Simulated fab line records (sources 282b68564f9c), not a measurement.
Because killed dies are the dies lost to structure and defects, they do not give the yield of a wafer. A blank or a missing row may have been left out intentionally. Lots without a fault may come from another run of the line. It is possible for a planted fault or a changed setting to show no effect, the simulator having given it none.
Split-lot trial / flow rit cmos / on a route of 202 steps: 5 lots, 23 wafers read

== THE SPLIT ==
At RIT_NLDD_IMPLANT_08, the setting dose cm2 was moved away from the recipe's 5e+14 on 6 of the 23 wafers read, by +2.8% to +4.8%. All remaining wafers had this setting at the recipe value.

== FROM THE SPLIT TO THE READING: what the file shows between them, 14 steps ==
- RIT_NLDD_STRIP_09: strips in O2, time 180 s
- RIT_NLDD_TW_MEAS_10
- RIT_PSD_COAT_01: resist thk 1000 nm (also split here: resist thk nm)
- RIT_PSD_SOFTBAKE_02: time 60 s
- RIT_PSD_EXPOSE_03: exposes mask M10, target cd 40900 nm
- RIT_PSD_DEVELOP_05: develop time 50 s
- RIT_PSD_HARDBAKE_07: time 60 s
- RIT_PSD_IMPLANT_08 (also split here: energy kev)
- RIT_PSD_STRIP_09: strips in O2, time 180 s
- RIT_PSD_TW_MEAS_10
- RIT_SDANNEAL_CLEAN_01: cleans in dHF, time 30 s (also split here: time s)
- RIT_SDANNEAL_CLEAN_02: cleans in SC2, time 600 s
- RIT_SDANNEAL_RTA_03: time 5 s
- RIT_SDANNEAL_RS_MEAS_04: measures by four-point-probe

== THE READING ==
Measured at RIT_SDANNEAL_RS_MEAS_07 by four-point probe: NLDD_RS, in ohm/sq. On this fab line, fault-free wafers typically give 151.7 ohm/sq with a standard deviation of 0.59 ohm/sq.

wafer=L074.1; tool, chamber at the split=implanter-02, 0; dose cm2 as run=5e+14; against the recipe=recipe; NLDD_RS, ohm/sq=151.6; against lot-mates on the recipe=-
wafer=L074.2; tool, chamber at the split=implanter-02, 0; dose cm2 as run=5e+14; against the recipe=recipe; NLDD_RS, ohm/sq=151.3; against lot-mates on the recipe=-
wafer=L074.3; tool, chamber at the split=implanter-02, 0; dose cm2 as run=5e+14; against the recipe=recipe; NLDD_RS, ohm/sq=151.1; against lot-mates on the recipe=-
wafer=L074.4; tool, chamber at the split=implanter-02, 0; dose cm2 as run=5e+14; against the recipe=recipe; NLDD_RS, ohm/sq=151.2; against lot-mates on the recipe=-
wafer=L074.6; tool, chamber at the split=implanter-02, 0; dose cm2 as run=5e+14; against the recipe=recipe; NLDD_RS, ohm/sq=151.7; against lot-mates on the recipe=-
wafer=L078.1; tool, chamber at the split=implanter-02, 0; dose cm2 as run=5.14e+14; against the recipe=+2.8%; NLDD_RS, ohm/sq=148.7; against lot-mates on the recipe=-3.6
wafer=L078.2; tool, chamber at the split=implanter-02, 0; dose cm2 as run=5.14e+14; against the recipe=+2.8%; NLDD_RS, ohm/sq=148.8; against lot-mates on the recipe=-3.4
wafer=L078.3; tool, chamber at the split=implanter-02, 0; dose cm2 as run=5.14e+14; against the recipe=+2.8%; NLDD_RS, ohm/sq=148.9; against lot-mates on the recipe=-3.3
wafer=L078.5; tool, chamber at the split=implanter-02, 0; dose cm2 as run=5e+14; against the recipe=recipe; NLDD_RS, ohm/sq=152.2; against lot-mates on the recipe=-
wafer=L078.6; tool, chamber at the split=implanter-02, 0; dose cm2 as run=5e+14; against the recipe=recipe; NLDD_RS, ohm/sq=152.3; against lot-mates on the recipe=-
wafer=L079.1; tool, chamber at the split=implanter-02, 0; dose cm2 as run=5e+14; against the recipe=recipe; NLDD_RS, ohm/sq=151.1; against lot-mates on the recipe=-
wafer=L079.4; tool, chamber at the split=implanter-02, 0; dose cm2 as run=5e+14; against the recipe=recipe; NLDD_RS, ohm/sq=150.7; against lot-mates on the recipe=-
wafer=L079.6; tool, chamber at the split=implanter-02, 0; dose cm2 as run=5e+14; against the recipe=recipe; NLDD_RS, ohm/sq=150.7; against lot-mates on the recipe=-
wafer=L082.1; tool, chamber at the split=implanter-02, 0; dose cm2 as run=5e+14; against the recipe=recipe; NLDD_RS, ohm/sq=152.3; against lot-mates on the recipe=-
wafer=L082.2; tool, chamber at the split=implanter-02, 0; dose cm2 as run=5e+14; against the recipe=recipe; NLDD_RS, ohm/sq=152.1; against lot-mates on the recipe=-
wafer=L082.3; tool, chamber at the split=implanter-02, 0; dose cm2 as run=5.241e+14; against the recipe=+4.8%; NLDD_RS, ohm/sq=146.5; against lot-mates on the recipe=-5.7
wafer=L082.4; tool, chamber at the split=implanter-02, 0; dose cm2 as run=5.241e+14; against the recipe=+4.8%; NLDD_RS, ohm/sq=146.1; against lot-mates on the recipe=-6.1
wafer=L082.6; tool, chamber at the split=implanter-02, 0; dose cm2 as run=5.241e+14; against the recipe=+4.8%; NLDD_RS, ohm/sq=146.6; against lot-mates on the recipe=-5.6
wafer=L084.1; tool, chamber at the split=implanter-02, 0; dose cm2 as run=5e+14; against the recipe=recipe; NLDD_RS, ohm/sq=152.5; against lot-mates on the recipe=-
wafer=L084.2; tool, chamber at the split=implanter-02, 0; dose cm2 as run=5e+14; against the recipe=recipe; NLDD_RS, ohm/sq=152.4; against lot-mates on the recipe=-
wafer=L084.4; tool, chamber at the split=implanter-02, 0; dose cm2 as run=5e+14; against the recipe=recipe; NLDD_RS, ohm/sq=152.5; against lot-mates on the recipe=-
wafer=L084.5; tool, chamber at the split=implanter-02, 0; dose cm2 as run=5e+14; against the recipe=recipe; NLDD_RS, ohm/sq=151.7; against lot-mates on the recipe=-
wafer=L084.6; tool, chamber at the split=implanter-02, 0; dose cm2 as run=5e+14; against the recipe=recipe; NLDD_RS, ohm/sq=152.2; against lot-mates on the recipe=-

FIT RESULTS
A straight line over all 23 wafers: NLDD_RS changes by -1.1 ohm/sq for each +1% of dose cm2; r = -0.96; the points scatter about the line by 0.56 ohm/sq.
The same after taking each lot's own level away (the mean of its wafers on the recipe; 23 wafers): -1.21 ohm/sq for each +1%; r = -1.00; scatter 0.22 ohm/sq.
According to that fit, moving dose cm2 by its largest amount changes the reading by 5.8 ohm/sq.
The lots' own levels span 150.83 to 152.26 ohm/sq, that is 2.4 times the standard deviation above.
The two slopes are in agreement: the lot-to-lot level therefore moves the slope only a little.
Check: with one of the wafers moved furthest among these (+4.8%) left out of the fit, the line predicts -5.88 ohm/sq for it against its lot-mates. Against them it came out at -5.7 ohm/sq.

== ADDITIONAL SPLITS CARRIED BY THESE WAFERS ==
Other splits were also applied to these wafers ahead of the reading. Each is held against what the fit with the lots' levels taken away leaves over:
other split on the same wafers=RIT_NLDD_COAT_01 spin rpm; wafers away from the commonest value=10; r with NLDD_RS (lot level and that fit taken away)=-0.11
other split on the same wafers=RIT_PSD_COAT_01 resist thk nm; wafers away from the commonest value=7; r with NLDD_RS (lot level and that fit taken away)=-0.33
other split on the same wafers=RIT_PSD_IMPLANT_08 energy kev; wafers away from the commonest value=6; r with NLDD_RS (lot level and that fit taken away)=-0.23
other split on the same wafers=RIT_SDANNEAL_CLEAN_01 time s; wafers away from the commonest value=15; r with NLDD_RS (lot level and that fit taken away)=-0.03

== THE WHOLE CHAIN: every reading that the file lists as answering this split, in the file's order ==
step=RIT_NLDD_TW_MEAS_10; what it does=; reading=NLDD_TW; change (the file's fit)=+7.71 for each +1% of the setting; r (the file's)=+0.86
step=RIT_SDANNEAL_RS_MEAS_07; what it does=measures by four-point-probe; reading=NLDD_RS; change (the file's fit)=-1.21 for each +1% of the setting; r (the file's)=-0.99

== THE FILE'S OWN FIT ==
NLDD_RS changes by -1.21 ohm/sq for each +1% of dose cm2, r = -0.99.
